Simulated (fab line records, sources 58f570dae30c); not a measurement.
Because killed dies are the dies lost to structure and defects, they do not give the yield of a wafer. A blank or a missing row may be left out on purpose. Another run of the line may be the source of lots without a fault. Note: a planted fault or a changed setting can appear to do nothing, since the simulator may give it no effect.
A lot that was struck, set against a sound lot | flow berkeley cmos170 | 14 out of 331 route steps
Sound: the wafers L701.1, L701.2, L701.6. Wafers struck: L704.2, L704.4, L704.5. At the end, the cause is stated.
At each step with rows: each side's tool, then ch and its chambers, then its first start. Under that, the readings that differ: sound wafers | struck wafers | difference of the means | sigmas: that difference in standard deviations of wafers without a fault.
alike: words and numbers the same on both sides, and readings whose means are apart by under 2 such deviations; not compared: readings that were withheld, readings missing a value for some wafer, numbers with overlapping values and no deviation given by the record, and bounds like >300 which may hide the same value.
The two part at a step that has a row with sigmas, a row that says differs or no value, or rows on one side only. Numbers that don't overlap but have no deviation are shown without sigmas and don't part them. Lack of a reading on every wafer of one side parts them only where that side has two or more wafers.

first, 2 steps without rows for these wafers: UCB170_PLDD_PEB_04; UCB170_PLDD_DEVELOP_05 (develop time 45 s).
UCB170_PLDD_CD_MEAS_06 targets a cd of 1200 nm.
  sound: cd sem-02 at day 10 01:31; struck: cd sem-01 at day 10 13:52
  alike: cd nm
UCB170_PLDD_OVL_MEAS_07:
  sound: overlay-01 at day 10 01:38; struck: overlay-02 at day 10 13:59
  alike: PLDD_OVL
then, 2 steps without rows for these wafers: UCB170_PLDD_IMPLANT_08; UCB170_PLDD_IMPLANT_09.
UCB170_PLDD_STRIP_10: strips in O2.
  sound on plasma asher-04 ch 0,1, day 10 01:58; struck on plasma asher-03 ch 0,1, day 10 14:19
  reading                      | sound             | struck            | difference | sigmas
  strip time to endpoint s (s) | 21.77 21.73 21.74 | 21.54 21.50 21.52 | -0.23      | -3
  alike: drypump motor current A, oes product au
  not compared: rf hours counter h
UCB170_PLDD_TW_MEAS_11:
  sound: film metro-02 at day 10 02:04; struck: film metro-04 at day 10 14:25
  alike: PLDD_TW
then, 4 steps without rows for these wafers: UCB170_PLDD_CLEAN_12 (cleans in SPM, time 600 s); UCB170_NLDD_HMDS_00 (prime time 60 s); UCB170_NLDD_COAT_01 (resist thk 900 nm); UCB170_NLDD_SOFTBAKE_02 (time 60 s).
UCB170_NLDD_EXPOSE_03: exposes mask NSELECT, target cd 1200 nm.
  struck on krf scanner-02, day 10 15:16; sound on krf scanner-02 ch 0, day 10 03:08
  no value came back on the struck wafers for exposure dose mJ cm2, focus offset nm (nm); on the sound wafers exposure dose mJ cm2 reads 29.97 29.93 29.96
  alike: mask
then, 1 step without rows for these wafers: UCB170_NLDD_PEB_04.

## WHERE THEY PART
First at UCB170_PLDD_STRIP_10; last, within this record, at UCB170_NLDD_EXPOSE_03.

WHY: the cause the simulator had injected
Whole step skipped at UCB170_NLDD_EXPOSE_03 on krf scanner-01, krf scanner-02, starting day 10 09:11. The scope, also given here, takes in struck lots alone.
